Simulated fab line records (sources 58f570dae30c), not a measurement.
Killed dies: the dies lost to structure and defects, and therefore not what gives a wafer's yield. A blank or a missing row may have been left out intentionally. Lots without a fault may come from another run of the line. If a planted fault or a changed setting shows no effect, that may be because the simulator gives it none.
Which tool is to blame? :: flow berkeley-cmos170 :: Sampling: 14 lots, 42 wafers, 4 of 331 route steps

## WHAT EACH GAUGE READ, for each wafer
UCB170_ACTIVE_THK_MEAS_03. Usual: ACTIVE_OXIDE_THK 26.7 nm, standard deviation 0.44.
lot: L332
measured: day 4 15:08
on: film-metro-04
ACTIVE_OXIDE_THK (nm): 26.2 25.8 26.5
flag: 

lot: L333
measured: day 4 15:10
on: film-metro-02
ACTIVE_OXIDE_THK (nm): 26.6 26.8 26.3
flag: 

lot: L335
measured: day 4 22:14
on: film-metro-02
ACTIVE_OXIDE_THK (nm): 27.1 26.8 26.6
flag: 

lot: L334
measured: day 4 22:15
on: film-metro-04
ACTIVE_OXIDE_THK (nm): 26.5 26.4 26.2
flag: 

lot: L336
measured: day 5 07:01
on: film-metro-02
ACTIVE_OXIDE_THK (nm): 26.8 27.1 27.1
flag: 

lot: L337
measured: day 5 07:01
on: film-metro-01
ACTIVE_OXIDE_THK (nm): 27.0 26.5 26.6
flag: 

lot: L338
measured: day 5 19:38
on: film-metro-01
ACTIVE_OXIDE_THK (nm): 27.1 27.1 26.9
flag: 

lot: L339
measured: day 5 19:41
on: film-metro-01
ACTIVE_OXIDE_THK (nm): 26.7 26.8 26.5
flag: 

lot: L345
measured: day 7 03:25
on: film-metro-04
ACTIVE_OXIDE_THK (nm): 26.1 26.4 26.2
flag: 

lot: L347
measured: day 7 10:20
on: film-metro-04
ACTIVE_OXIDE_THK (nm): 26.1 26.2 25.8
flag: 

lot: L352
measured: day 8 15:58
on: film-metro-01
ACTIVE_OXIDE_THK (nm): 25.5 26.2 26.2
flag: 

lot: L350
measured: day 8 16:00
on: film-metro-02
ACTIVE_OXIDE_THK (nm): 26.8 27.0 26.7
flag: 

lot: L354
measured: day 8 22:46
on: film-metro-01
ACTIVE_OXIDE_THK (nm): 27.1 27.1 27.2
flag: 

lot: L355
measured: day 9 10:16
on: film-metro-02
ACTIVE_OXIDE_THK (nm): 26.7 27.1 27.1
flag: 

UCB170_PLDD_OVL_MEAS_07. Usual: PLDD_OVL 2 nm, standard deviation 5.5.
lot: L332
measured: day 7 10:29
on: overlay-01
PLDD_OVL (nm): 12 0 9
flag: 

lot: L333
measured: day 7 10:39
on: overlay-02
PLDD_OVL (nm): -1 2 -1
flag: 

lot: L335
measured: day 7 10:23
on: overlay-02
PLDD_OVL (nm): 2 8 4
flag: 

lot: L334
measured: day 7 09:45
on: overlay-01
PLDD_OVL (nm): 2 -1 -6
flag: 

lot: L336
measured: day 7 23:26
on: overlay-01
PLDD_OVL (nm): 8 10 0
flag: 

lot: L337
measured: day 7 23:12
on: overlay-01
PLDD_OVL (nm): 15 14 15
flag: 

lot: L338
measured: day 8 14:50
on: overlay-02
PLDD_OVL (nm): -3 -1 8
flag: 

lot: L339
measured: day 8 15:22
on: overlay-02
PLDD_OVL (nm): 5 0 6
flag: 

lot: L345
measured: day 10 00:14
on: overlay-01
PLDD_OVL (nm): -2 0 4
flag: 

lot: L347
measured: day 9 23:52
on: overlay-02
PLDD_OVL (nm): -5 -3 -3
flag: 

lot: L352
measured: day 11 03:30
on: overlay-02
PLDD_OVL (nm): -1 3 -4
flag: 

lot: L350
measured: day 11 03:02
on: overlay-02
PLDD_OVL (nm): -5 8 -4
flag: 

lot: L354
measured: day 11 16:59
on: overlay-02
PLDD_OVL (nm): 4 8 -4
flag: 

lot: L355
measured: day 11 22:14
on: overlay-01
PLDD_OVL (nm): 7 10 11
flag: 

UCB170_M3_THK_MEAS_03: measures by xrf. Usual: M3_AL_THK 916 nm, standard deviation 9.9.
lot: L332
measured: day 9 11:47
on: film-metro-04
M3_AL_THK (nm): 917 930 924
flag: 

lot: L333
measured: day 9 12:02
on: film-metro-01
M3_AL_THK (nm): 893 902 891
flag: 

lot: L335
measured: day 9 12:41
on: film-metro-02
M3_AL_THK (nm): 913 908 915
flag: 

lot: L334
measured: day 9 12:45
on: film-metro-04
M3_AL_THK (nm): 941 934 924
flag: 

lot: L336
measured: day 9 13:17
on: film-metro-02
M3_AL_THK (nm): 917 920 920
flag: 

lot: L337
measured: day 9 13:03
on: film-metro-02
M3_AL_THK (nm): 899 908 899
flag: 

lot: L338
measured: day 10 07:55
on: film-metro-04
M3_AL_THK (nm): 922 917 912
flag: 

lot: L339
measured: day 10 07:38
on: film-metro-01
M3_AL_THK (nm): 916 917 924
flag: 

lot: L345
measured: day 11 11:40
on: film-metro-01
M3_AL_THK (nm): 926 909 922
flag: 

lot: L347
measured: day 11 12:23
on: film-metro-04
M3_AL_THK (nm): 921 921 917
flag: 

lot: L352
measured: day 12 15:43
on: film-metro-04
M3_AL_THK (nm): 918 916 913
flag: 

lot: L350
measured: day 12 16:48
on: film-metro-01
M3_AL_THK (nm): 924 923 927
flag: 

lot: L354
measured: day 13 00:34
on: film-metro-02
M3_AL_THK (nm): 907 903 900
flag: 

lot: L355
measured: day 13 08:52
on: film-metro-04
M3_AL_THK (nm): 927 926 923
flag: 

## WHICH TOOL RAN EACH LOT (tool, then ch and the chambers of the sampled wafers, then the start)
lot: L332
UCB170_GATE_ETCH_15: rie-si-02 ch 0,1,3, day 7 08:22

lot: L333
UCB170_GATE_ETCH_15: rie-si-01 ch 0,3, day 7 08:40

lot: L335
UCB170_GATE_ETCH_15: rie-si-01 ch 0,1,3, day 7 07:50

lot: L334
UCB170_GATE_ETCH_15: rie-si-02 ch 0,1,2, day 7 07:35

lot: L336
UCB170_GATE_ETCH_15: rie-si-01 ch 2,3, day 7 21:53

lot: L337
UCB170_GATE_ETCH_15: rie-si-02 ch 0,1,2, day 7 21:37

lot: L338
UCB170_GATE_ETCH_15: rie-si-02 ch 2,3, day 8 13:00

lot: L339
UCB170_GATE_ETCH_15: rie-si-01 ch 0,2,3, day 8 13:17

lot: L345
UCB170_GATE_ETCH_15: rie-si-01 ch 1,2,3, day 9 22:34

lot: L347
UCB170_GATE_ETCH_15: rie-si-01 ch 1,2,3, day 9 22:12

lot: L352
UCB170_GATE_ETCH_15: rie-si-02 ch 0,2, day 11 01:44

lot: L350
UCB170_GATE_ETCH_15: rie-si-02 ch 0,1,3, day 11 01:22

lot: L354
UCB170_GATE_ETCH_15: rie-si-02 ch 0,3, day 11 15:01

lot: L355
UCB170_GATE_ETCH_15: rie-si-02 ch 0,1,3, day 11 20:08
- UCB170_GATE_ETCH_15: etches poly-Si in HBr/Cl2, stops on SiO2, time 56.3 s, target depth 278.2 nm.

## AS READ BY THE TOOLS THEMSELVES (means over the sampled wafers that have a number; for cases with no such wafer, the mark the record gives instead)
UCB170_GATE_ETCH_15. Usual: drypump-motor-current-A 5.4 A, standard deviation 0.58; oes-product-au 0.832 a.u., standard deviation 0.012; rf-fwd-power-W 297.5 W, standard deviation 1; throttle-valve-pct 26.38 %, standard deviation 0.2.
lot: L332
tool: rie-si-02
drypump-motor-current-A (A): 5.2
oes-product-au (a.u.): 0.839
rf-fwd-power-W (W): 296.9
throttle-valve-pct (%): 26.61
flag: 

lot: L333
tool: rie-si-01
drypump-motor-current-A (A): 5.7
oes-product-au (a.u.): 0.831
rf-fwd-power-W (W): 298.9
throttle-valve-pct (%): 26.26
flag: 

lot: L335
tool: rie-si-01
drypump-motor-current-A (A): 5.5
oes-product-au (a.u.): 0.841
rf-fwd-power-W (W): 298.7
throttle-valve-pct (%): 26.27
flag: 

lot: L334
tool: rie-si-02
drypump-motor-current-A (A): 5.3
oes-product-au (a.u.): 0.839
rf-fwd-power-W (W): 297.3
throttle-valve-pct (%): 26.50
flag: 

lot: L336
tool: rie-si-01
drypump-motor-current-A (A): 5.5
oes-product-au (a.u.): 0.842
rf-fwd-power-W (W): 297.9
throttle-valve-pct (%): 26.12
flag: 

lot: L337
tool: rie-si-02
drypump-motor-current-A (A): 5.3
oes-product-au (a.u.): 0.840
rf-fwd-power-W (W): 296.7
throttle-valve-pct (%): 26.51
flag: 

lot: L338
tool: rie-si-02
drypump-motor-current-A (A): 4.9
oes-product-au (a.u.): 0.828
rf-fwd-power-W (W): 297.0
throttle-valve-pct (%): 26.51
flag: 

lot: L339
tool: rie-si-01
drypump-motor-current-A (A): 5.8
oes-product-au (a.u.): 0.822
rf-fwd-power-W (W): 298.0
throttle-valve-pct (%): 26.17
flag: 

lot: L345
tool: rie-si-01
drypump-motor-current-A (A): 5.6
oes-product-au (a.u.): 0.835
rf-fwd-power-W (W): 346.4
throttle-valve-pct (%): 26.17
flag: OFF

lot: L347
tool: rie-si-01
drypump-motor-current-A (A): 5.6
oes-product-au (a.u.): 0.833
rf-fwd-power-W (W): 345.2
throttle-valve-pct (%): 26.17
flag: OFF

lot: L352
tool: rie-si-02
drypump-motor-current-A (A): 5.1
oes-product-au (a.u.): 0.838
rf-fwd-power-W (W): 297.1
throttle-valve-pct (%): 26.39
flag: 

lot: L350
tool: rie-si-02
drypump-motor-current-A (A): 5.2
oes-product-au (a.u.): 0.821
rf-fwd-power-W (W): 297.1
throttle-valve-pct (%): 26.59
flag: 

lot: L354
tool: rie-si-02
drypump-motor-current-A (A): 4.8
oes-product-au (a.u.): 0.833
rf-fwd-power-W (W): 297.2
throttle-valve-pct (%): 26.56
flag: 

lot: L355
tool: rie-si-02
drypump-motor-current-A (A): 5.2
oes-product-au (a.u.): 0.830
rf-fwd-power-W (W): 297.2
throttle-valve-pct (%): 26.60
flag: 

## THE ANSWER, worked out from the rows above alone
Rule: a lot counts as off when the mean over its wafers that have a number is more than 3 standard deviations away from the usual mean. Also off: a lot with no number at a reading for which 4 or more lots have one. Any other lot the step has rows for is counted as sound. After the gauges, taken in route order, come the tools' own readings; for these a lot's mean is taken, as printed above. The first step at which some lot is off is used, and at that step the reading that is off furthest; a lot without a number counts as furthest.
Off: L345, L347, at UCB170_GATE_ETCH_15 (rf-fwd-power-W).
If a tool, at that step or one of the process steps before it, ran each lot that is off and ran no sound lot following the first of them, it fits. One fits: UCB170_GATE_ETCH_15 on rie-si-01. Its last sound lot is L339 (day 8 13:17), its first lot that is off L347 (day 9 22:12): a fault that began between those two fits.
On the lots that are off, the tool's own readings at UCB170_GATE_ETCH_15 differ by more than 5 times the standard deviation of the sound lots' means, which bears it out; rf-fwd-power-W reads 345.8 W there versus 297.5 W on the sound lots.

## WHAT THE SIMULATOR HAD PUT IN
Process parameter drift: rie-si-01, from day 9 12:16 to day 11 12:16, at UCB170_GATE_ETCH_15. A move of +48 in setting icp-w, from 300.
Lots struck among those shown: L345, L347. The rule above reached the same finding.
